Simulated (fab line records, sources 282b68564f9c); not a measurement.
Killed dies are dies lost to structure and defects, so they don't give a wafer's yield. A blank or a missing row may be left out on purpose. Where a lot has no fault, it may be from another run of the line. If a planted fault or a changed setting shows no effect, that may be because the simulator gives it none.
A lot that was struck, set against a sound lot :: flow ritCmos :: 17 steps out of a route of 202
Sound: wafers L105.1, L105.3, L105.5. Struck: wafers L108.1, L108.4, L108.5. The cause is given at the end.
Order at every step that has rows: each side's tool, ch and its chambers, its first start. Under that, the readings that differ: sound wafers :: struck wafers :: difference of the means :: sigmas: that difference in standard deviations of wafers without a fault.
alike: words and numbers the same on both sides, and readings whose means are apart by under 2 such deviations; not compared: readings that were withheld, readings missing a value for some wafer, numbers with overlapping values and no deviation given by the record, and bounds like >300 which may hide the same value.
A row with sigmas, a row that says differs or no value, or rows on one side alone: a step with any of these is where the two part. Numbers that don't overlap but have no deviation are shown without sigmas and don't part them. A reading missing from all wafers of one side parts the sides only when that side holds two or more wafers.

first, 2 steps without rows for these wafers: RIT_NRETRO_HARDBAKE_07 (time 120 s); RIT_NRETRO_IMPLANT_08.
RIT_NRETRO_STRIP_09: strips in O2, time 180 s.
  sound on plasmaAsher-04 ch 0,1, day 5 16:41; struck on plasmaAsher-04 ch 1, day 6 05:38
  alike: drypumpMotorCurrentA
  not compared: rfHoursCounterH
RIT_NRETRO_TW_MEAS_10:
  sound on filmMetro-03 at day 5 16:52; struck on filmMetro-04 at day 6 05:49
  alike: NRETRO_TW
then, 6 steps without rows for these wafers: RIT_PRETRO_HMDS_00 (prime time 60 s); RIT_PRETRO_COAT_01 (resist thk 1300 nm); RIT_PRETRO_SOFTBAKE_02 (time 60 s); RIT_PRETRO_EXPOSE_03 (exposes mask M5, target cd 43700 nm); RIT_PRETRO_PEB_04; RIT_PRETRO_DEVELOP_05 (develop time 68 s).
RIT_PRETRO_OVL_MEAS_06:
  sound on overlay-01 at day 5 17:49; struck on overlay-02 at day 6 06:46
reading: PRETRO_OVL (nm)
sound: 1.7 0.8 0.9
struck: -3.6 -2.4 -3.8
difference: -4.4
sigmas: -3
then, 1 step without rows for these wafers: RIT_PRETRO_HARDBAKE_07 (time 120 s).
RIT_PRETRO_IMPLANT_08:
  sound on implanter-01 ch 0, day 5 18:05; struck on implanter-04 ch 0, day 6 07:02
reading: doseIonsCm2
sound: 1.1971e+13 1.2005e+13 1.2002e+13
struck: 2.3412e+13 2.3403e+13 2.34e+13
difference: +1.1412e+13
sigmas: +99 or more

reading: faradayCurrentUA
sound: 38.2 38.3 38.9
struck: 72.1 75.1 75.2
difference: +35.7
sigmas: +53
RIT_PRETRO_STRIP_09: strips in O2, time 180 s.
  sound on plasmaAsher-04 ch 0,1, day 5 18:14; struck on plasmaAsher-01 ch 0,1, day 6 07:11
  alike: drypumpMotorCurrentA
  not compared: rfHoursCounterH
RIT_PRETRO_TW_MEAS_10:
  sound on filmMetro-02 at day 5 18:25; struck on filmMetro-03 at day 6 07:22
reading: PRETRO_TW
sound: 481 483 482
struck: 580 580 579
difference: +98
sigmas: +18
then, 1 step without rows for these wafers: RIT_GATE_WET_ETCH_00 (etches SiO2 in BOE, target depth 56 nm, time 60 s).
RIT_M1_PROBE_99:
  sound on prober-02 at day 6 20:43; struck on prober-01 at day 7 10:06
reading: killedAtFrontEnd
sound: 10 10 13
struck: 2 2 2
difference: -9
sigmas: -3

reading: killedDies
sound: 10 10 13
struck: 2 2 2
difference: -9
sigmas: -3

reading: killedShort
sound: 9 3 10
struck: 1 1 2
difference: -6
sigmas: -3

reading: model.etest.nmos_0p3.rOnOhmUm
sound: 2166 2107 2118
struck: 2615 2683 2631
difference: +513
sigmas: 

reading: model.etest.nmos_0p15.rOnOhmUm
sound: 1136 1093 1098
struck: 1344 1367 1329
difference: +238
sigmas: 

reading: model.etest.nmosTurned.driveUaUm
sound: 319.7 325.6 323.7
struck: 201.7 196.2 202.8
difference: -122.8
sigmas: 

reading: model.etest.nmos_0p15.driveUaUm
sound: 467.8 472.1 468.8
struck: 357.4 346.4 350.9
difference: -118.0
sigmas: 

reading: model.etest.nmos_0p3.driveUaUm
sound: 224.8 226.7 225.5
struck: 161.5 157 157.4
difference: -67.0
sigmas: 

reading: model.etest.nmosNarrow.driveUaUm
sound: 225 227 221.6
struck: 163.5 158.1 159.2
difference: -64.3
sigmas: 

reading: model.etest.pwellPinched.rsOhmSq
sound: 459.7 453.5 453.1
struck: 452.2 447.3 448.3
difference: -6.2
sigmas: 

reading: model.etest.ring.delayPs
sound: 27.07 26.74 26.87
struck: 31.11 31.74 31.38
difference: +4.52
sigmas: 
  alike: killedAtContacts, killedOpen

WHERE THEY PART
At RIT_PRETRO_OVL_MEAS_06 first; at RIT_M1_PROBE_99 last (within this record only).

WHY: the cause the simulator had injected
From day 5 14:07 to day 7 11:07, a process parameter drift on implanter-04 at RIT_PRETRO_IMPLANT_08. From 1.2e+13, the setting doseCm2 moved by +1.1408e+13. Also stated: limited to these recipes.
